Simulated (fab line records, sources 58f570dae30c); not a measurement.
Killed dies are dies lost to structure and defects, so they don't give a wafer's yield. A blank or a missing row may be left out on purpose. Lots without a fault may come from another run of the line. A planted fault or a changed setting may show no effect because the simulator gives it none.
fab line records | flow berkeley_cmos170
record lots=6 wafers=18 last_day=12
route steps=331 shown CONTACT@233 M1@238
lots that met no fault: from a run of the same line without faults
start_h: hours from the record's first day to the start of the lot's first wafer shown | wait_h: hours since the lot's step before | " the same as in the row above | L1.1+2: a row that stands for several wafers | - no value, or no start given | * or withheld: withheld | < > ~ a bound
route shown NAME@n: a module of which the file shows steps, and the number in the route of the first | usual: mean/standard deviation of fault-free wafers | same: alike in all rows | chamber/n: place in a boat | sites: the reading at each site | _std_site: their standard deviation | _edge_site: outer sites' mean less inner sites' | radius_mm: how far each site lies from the wafer's centre | mask NAME#n: copy n | behind: the tool/chamber that last shaped the wafer | hold: why the lot was held/for how many hours/how that ended | device: the transistor (n, p or np) that didn't switch | end of line: the same wafers' tests at the end of the route | a step without rows: its recipe alone | killed: dies lost to structure and defects at the first sort, not the wafer's yield | map: a wafer's dies, x killed, . not, _ none there
set.NAME: the setting as run; set.NAME@STEP: as run at that earlier step | model.NAME: the simulator's own value behind a step, which no gauge read
lots at some steps of the route; a table a step, a row a wafer
services: from which hour (start_h, from the record's first day; less than 0 if before it) a tool's chamber was out of use, for how many hours, and why
## steps
# step UCB170_CONTACT_ETCH_17
# recipe chemistry=N2/H2 target_depth_a=withheld overetch_a=withheld target=BARC time_s=withheld source_w=500 bias_w=100 pressure_mtorr=30 n2_flow_sccm=100 h2_flow_sccm=200
# usual drypump_motor_current_A=5.7/0.47 oes_product_au=1.000/0.018 throttle_valve_pct=13.18/0.13
# columns lot.wafer tool chamber start_h wait_h drypump_motor_current_A oes_product_au throttle_valve_pct
L829.2 rie_diel-01 0 202.23 0.0 5.4 0.983 13.10
L829.3 " 3 " " 6.4 1.022 13.18
L829.4 " 2 " " 5.3 1.006 13.17
L834.2 rie_diel-02 3 219.31 0.0 6.4 0.996 13.14
L834.4 " 2 " " 6.5 0.998 13.14
L834.6 " 1 " " 5.4 1.016 13.48
L843.2 rie_diel-04 2 273.90 0.0 6.3 1.002 13.21
L843.3 " 3 " " 5.6 0.965 13.25
L843.5 " 1 " " 5.8 0.984 13.19
L844.1 rie_diel-04 2 274.65 0.0 6.3 1.005 13.18
L844.2 " 0 " " 5.2 1.024 13.43
L844.5 " 0 " " 5.2 1.033 13.42
L842.1 rie_diel-01 0 274.85 0.0 5.4 0.994 13.08
L842.3 " 1 " " 5.3 1.008 12.94
L842.5 " 3 " " 6.4 1.011 13.18
L846.1 rie_diel-01 2 276.23 0.0 5.3 0.996 13.20
L846.4 " 0 " " 5.4 0.989 13.08
L846.5 " 3 " " 6.4 1.023 13.18
# step UCB170_CONTACT_ETCH_18
# recipe chemistry=CHF3/CF4/Ar target=PSG stop_on=TiSi2 CHF3_flow_sccm=45 cf4_flow_sccm=15 Ar_flow_sccm=150 pressure_mtorr=200 rf_w=700 target_depth_a=8400 over_etch_frac=0.2 time_s=195
# usual CHF3_flow_sccm=45.03/0.14 cf4_flow_sccm=15.00/0.048 drypump_motor_current_A=5.7/0.46 oes_product_au=0.888/0.012 throttle_valve_pct=6.84/0.045
# columns lot.wafer tool chamber start_h wait_h CHF3_flow_sccm cf4_flow_sccm drypump_motor_current_A oes_product_au rf_hours_counter_h throttle_valve_pct
L829.2 rie_diel-01 0 - - 44.92 15.03 5.4 0.881 29 6.81
L829.3 " 3 " " 45.24 14.98 6.4 0.890 82 6.87
L829.4 " 2 " " 45.01 14.99 5.3 0.902 1 6.81
L834.2 rie_diel-02 3 - - 45.07 15.02 6.4 0.901 137 6.89
L834.4 " 2 " " 45.19 14.93 6.5 0.896 123 6.83
L834.6 " 1 " " 45.16 14.98 5.4 0.888 - 6.96
L843.2 rie_diel-04 2 - - 45.13 15.00 6.3 0.879 125 6.82
L843.3 " 3 " " 45.08 15.02 5.5 0.859 125 6.88
L843.5 " 1 " " 44.95 15.00 5.7 0.871 - 6.85
L844.1 rie_diel-04 2 - - 45.05 14.99 6.3 0.905 125 6.83
L844.2 " 0 " " 44.87 15.06 5.2 0.900 88 6.88
L844.5 " 0 " " 44.83 15.09 5.2 0.902 - 6.88
L842.1 rie_diel-01 0 - - 44.89 14.98 5.4 0.881 33 6.81
L842.3 " 1 " " 45.14 14.95 5.2 0.899 54 6.76
L842.5 " 3 " " 44.96 14.92 6.4 0.887 - 6.85
L846.1 rie_diel-01 2 - - 45.03 14.98 5.3 0.897 4 6.84
L846.4 " 0 " " 44.98 14.94 5.4 0.890 33 6.81
L846.5 " 3 " " 45.11 14.96 6.4 0.895 - 6.85
# step UCB170_CONTACT_STRIP_19
# recipe chemistry=O2 power_w=400 pressure_mtorr=3500 platen_temp_c=withheld o2_flow_sccm=400 overash_fraction=0.5
# usual drypump_motor_current_A=5.8/0.31 oes_product_au=0.726/0.0042
# columns lot.wafer tool chamber start_h wait_h drypump_motor_current_A oes_product_au rf_hours_counter_h
L829.2 plasma_asher-03 1 202.39 - 6.1 0.731 10
L829.3 " 0 " " 5.9 0.725 -
L829.4 " 1 " " 6.0 0.719 -
L834.2 plasma_asher-02 0 219.48 - 5.5 0.724 50
L834.4 " 0 " " 5.5 0.726 -
L834.6 " 0 " " 5.5 0.728 -
L843.2 plasma_asher-03 1 274.06 - 6.1 0.727 18
L843.3 " 0 " " 5.8 0.730 -
L843.5 " 0 " " 5.9 0.724 -
L844.1 plasma_asher-03 0 274.81 - 5.9 0.729 18
L844.2 " 1 " " 6.0 0.730 18
L844.5 " 1 " " 6.1 0.730 -
L842.1 plasma_asher-02 1 275.02 - 6.1 0.721 56
L842.3 " 0 " " 5.5 0.725 -
L842.5 " 0 " " 5.5 0.717 -
L846.1 plasma_asher-04 1 276.40 - 5.2 0.726 58
L846.4 " 1 " " 5.2 0.720 -
L846.5 " 1 " " 5.1 0.726 -
# step UCB170_CONTACT_CD_MEAS_90
# recipe target_cd_nm=700
# usual cd_nm=700.1/1.7
# columns lot.wafer tool chamber start_h wait_h cd_nm
L829.2 cd_sem-02 - 202.51 0.1 701.6
L829.3 " - " " 701.1
L829.4 " - " " 701.3
L834.2 cd_sem-02 - 219.60 0.1 697.7
L834.4 " - " " 698.2
L834.6 " - " " 700.8
L843.2 cd_sem-01 - 274.18 0.1 701.5
L843.3 " - " " 702.0
L843.5 " - " " 699.8
L844.1 cd_sem-01 - 274.91 0.1 700.3
L844.2 " - " " 700.1
L844.5 " - " " 700.6
L842.1 cd_sem-01 - 275.12 0.1 700.8
L842.3 " - " " 702.2
L842.5 " - " " 700.8
L846.1 cd_sem-01 - 276.50 0.1 699.1
L846.4 " - " " 699.9
L846.5 " - " " 700.2
# step UCB170_CONTACT_CLEAN_20
# recipe chemistry=SPM temp_c=120 time_s=600
# step UCB170_M1_SPUTTER_00
# recipe material=Al target_thk_nm=600 time_s=80 power_w=6000 chamber_pressure_pa=0.5
# usual throttle_valve_pct=29.9/1.1
# columns lot.wafer tool chamber start_h wait_h throttle_valve_pct
L829.2 pvd_sputter-01 - 202.79 0.0 29.4
L829.3 " - " " 31.6
L829.4 " - " " 30.5
L834.2 pvd_sputter-01 - 220.08 0.0 30.5
L834.4 " - " " 31.8
L834.6 " - " " 29.5
L843.2 pvd_sputter-04 - 274.64 0.0 28.9
L843.3 " - " " 30.0
L843.5 " - " " 29.9
L844.1 pvd_sputter-01 - 275.34 0.0 31.7
L844.2 " - " " 30.4
L844.5 " - " " 30.5
L842.1 pvd_sputter-04 - 275.52 0.0 30.1
L842.3 " - " " 29.9
L842.5 " - " " 29.0
L846.1 pvd_sputter-01 - 276.81 0.0 29.9
L846.4 " - " " 31.5
L846.5 " - " " 29.3
# step UCB170_M1_RS_MEAS_01
# recipe thk_meas_gauge=four-point-probe reads=Al_of_M1_SPUTTER_00
# usual M1_AL_RS=0.0484/0.00058
# columns lot.wafer tool chamber start_h wait_h M1_AL_RS[ohm/sq]
L829.2 film_metro-01 - 202.87 0.1 0.0486
L829.3 " - " " 0.0483
L829.4 " - " " 0.0481
L834.2 film_metro-04 - 220.16 0.1 0.0480
L834.4 " - " " 0.0479
L834.6 " - " " 0.0481
L843.2 film_metro-04 - 274.72 0.1 0.0491
L843.3 " - " " 0.0482
L843.5 " - " " 0.0484
L844.1 film_metro-04 - 275.40 0.0 0.0475
L844.2 " - " " 0.0477
L844.5 " - " " 0.0482
L842.1 film_metro-01 - 275.58 0.0 0.0483
L842.3 " - " " 0.0473
L842.5 " - " " 0.0485
L846.1 film_metro-03 - 276.87 0.0 0.0486
L846.4 " - " " 0.0479
L846.5 " - " " 0.0483
# step UCB170_M1_THK_MEAS_02
# recipe thk_meas_gauge=xrf reads=Al_of_M1_SPUTTER_00
# usual M1_AL_THK=594/10
# columns lot.wafer tool chamber start_h wait_h M1_AL_THK[nm]
L829.2 film_metro-01 - 202.98 0.1 584
L829.3 " - " " 587
L829.4 " - " " 586
L834.2 film_metro-04 - 220.27 0.1 605
L834.4 " - " " 606
L834.6 " - " " 604
L843.2 film_metro-04 - 274.83 0.1 592
L843.3 " - " " 598
L843.5 " - " " 600
L844.1 film_metro-04 - 275.52 0.1 606
L844.2 " - " " 605
L844.5 " - " " 598
L842.1 film_metro-01 - 275.70 0.1 588
L842.3 " - " " 599
L842.5 " - " " 583
L846.1 film_metro-03 - 276.99 0.1 592
L846.4 " - " " 599
L846.5 " - " " 591
# step UCB170_M1_COAT_03
# recipe resist=BARC temp_c=withheld time_s=withheld spin_rpm=3000 resist_thk_nm=withheld
# step UCB170_M1_COAT_04
# recipe resist=KrF spin_rpm=1500 resist_thk_nm=900
# step UCB170_M1_SOFTBAKE_05
# recipe resist=KrF temp_c=130 time_s=60
# step UCB170_M1_EXPOSE_06
# recipe mask_id=METAL1 target_cd_nm=700 na=0.5 sigma_outer=0.6 source_shape=conventional dose_mj=21
# step UCB170_M1_PEB_07
# recipe peb_temp_c=130 peb_time_s=withheld resist=KrF
# usual chill_plate_temp_C=23.01/0.12 exhaust_pa=45.0/0.96
# columns lot.wafer tool chamber start_h wait_h chill_plate_temp_C exhaust_pa
L829.2 litho_track-02 0 203.81 0.1 22.97 44.0
L829.3 " 0 " " 22.95 43.8
L829.4 " 0 " " 22.95 43.5
L834.2 litho_track-04 0 221.12 0.1 23.24 44.6
L834.4 " 0 " " 23.20 44.8
L834.6 " 0 " " 23.15 43.5
L843.2 litho_track-02 - 275.60 0.1 - -
L843.3 " - " " - -
L843.5 " - " " - -
L844.1 litho_track-02 - 276.30 0.2 - -
L844.2 " - " " - -
L844.5 " - " " - -
L842.1 litho_track-04 0 276.57 0.2 23.08 44.5
L842.3 " 0 " " 23.01 45.8
L842.5 " 0 " " 22.99 48.3
L846.1 litho_track-04 0 277.62 0.1 22.83 45.8
L846.4 " 0 " " 22.93 45.1
L846.5 " 0 " " 22.79 45.2
# step UCB170_M1_DEVELOP_08
# recipe developer=TMAH develop_time_s=45 resist=KrF dev_temp_c=21
## services
# columns tool chamber start_h hours kind
pvd_sputter-04 - 229.91 3.8 repair
rie_diel-02 3 236.05 - clean
rie_diel-02 3 236.05 13.1 scheduled_down
rie_diel-02 3 236.05 13.1 vent_cycle
rie_diel-04 0 238.58 2.1 repair
rie_diel-01 0 241.82 2.2 repair
pvd_sputter-04 - 246.16 2.6 repair
rie_diel-01 2 247.67 15.2 repair
rie_diel-02 2 265.44 1.2 repair
## key
first_sign step=UCB170_M1_PEB_07 reading=tool_record direction=missing
effect none on later readings
met_at UCB170_M1_PEB_07
struck_wafers L843.2,L843.3,L843.5,L844.1,L844.2,L844.5
later_rows_left_out L843.2,L843.3,L843.5,L844.1,L844.2,L844.5
sort_left_out L843.2,L843.3,L843.5,L844.1,L844.2,L844.5
onset_between 203.81 275.60
fault kind=skipped_step_whole tool=litho_track-02 chamber=- onset_h=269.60 steps=UCB170_M1_PEB_07 scope=struck_lots_only
# sort_left_out: the simulated sort isn't trusted on such a fault, so these wafers' sort isn't shown, and their yield isn't known
# later_rows_left_out: the simulator's readings of these wafers behind a module that went badly wrong aren't trusted and aren't shown, but for the sort
